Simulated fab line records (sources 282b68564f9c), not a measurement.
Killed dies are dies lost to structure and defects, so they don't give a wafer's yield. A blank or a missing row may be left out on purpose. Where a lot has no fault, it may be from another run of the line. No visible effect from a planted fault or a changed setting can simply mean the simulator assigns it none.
One fault through the eyes of 2 desks + flow ritCmos + each desk holds nothing but its own numbers, with what lay behind them at the end

== AT THE TOOL OWNER'S DESK: implanter-03 ==
RIT_PRETRO_IMPLANT_08, tool's own readings: per-lot mean of the sampled wafers with a number, covering each lot this tool ran. A lot is out of limits, marked OUT, if its mean lies more than 4 standard deviations from the usual mean; the brackets give that distance.
Columns: A = beamEnergyKeV at RIT_PRETRO_IMPLANT_08, usual 44.997
| lot  | first seen here | A                        |
|------|-----------------|--------------------------|
| L752 | day 2 07:43     | 45.012                   |
| L754 | day 2 17:01     | 54.902 (+99 or more) OUT |
| L757 | day 3 09:33     | 54.881 (+99 or more) OUT |
| L758 | day 3 15:22     | 54.897 (+99 or more) OUT |
| L772 | day 6 11:45     | 45.025                   |
This desk's verdict: out of limits on L754, L757, L758, starting with L754 at day 2 17:01 (beamEnergyKeV at RIT_PRETRO_IMPLANT_08). L752, L772 stayed within limits.

== METROLOGY DESK ==
Lot by lot, what the gauges showed, no matter which tool ran the lot: averages of those sampled wafers that carry a number. A lot is out of limits, marked OUT, if its mean lies more than 4 standard deviations from the usual mean; the brackets give that distance.
Columns: A = PRETRO_TW at RIT_PRETRO_TW_MEAS_10, usual 475
| lot  | first seen here | A              |
|------|-----------------|----------------|
| L752 | day 2 08:00     | 472            |
| L754 | day 2 17:19     | 498 (+5.2) OUT |
| L755 | day 3 00:04     | 471            |
| L757 | day 3 09:52     | 488            |
| L758 | day 3 15:40     | 497 (+5.0) OUT |
| L764 | day 4 19:17     | 473            |
| L765 | day 5 00:37     | 471            |
| L766 | day 5 05:29     | 474            |
| L767 | day 5 12:29     | 474            |
| L768 | day 5 17:38     | 471            |
| L770 | day 6 01:01     | 472            |
| L771 | day 6 06:19     | 476            |
| L772 | day 6 12:05     | 476            |
| L774 | day 6 21:00     | 472            |
| L775 | day 7 02:42     | 475            |
This desk's finding: out of limits on L754, L758; first on L754, day 2 17:19 (PRETRO_TW at RIT_PRETRO_TW_MEAS_10). L752, L755, L757, L764, L765, L766, L767, L768, L770, L771, L772, L774, L775 stayed within limits.

== TAKEN TOGETHER ==
On L754, L757, L758, at day 2 17:01, an alarm was possible from the tool owner's desk.
Metrology desk: alarm possible at day 2 17:19 on L754, L758.
The metrology desk has L757 on record, within its limits.
The lots listed all ran RIT_PRETRO_IMPLANT_08 on implanter-03.

== WHAT THE SIMULATOR HAD PUT IN ==
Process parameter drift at RIT_PRETRO_IMPLANT_08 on implanter-03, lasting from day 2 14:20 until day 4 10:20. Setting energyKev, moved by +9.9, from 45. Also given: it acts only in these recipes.
Lots struck among those shown: L754, L757, L758.
Delay (hours) between the fault's onset and each desk's first out-of-limits reading: 3 at the tool owner's desk, 3 at the metrology desk.
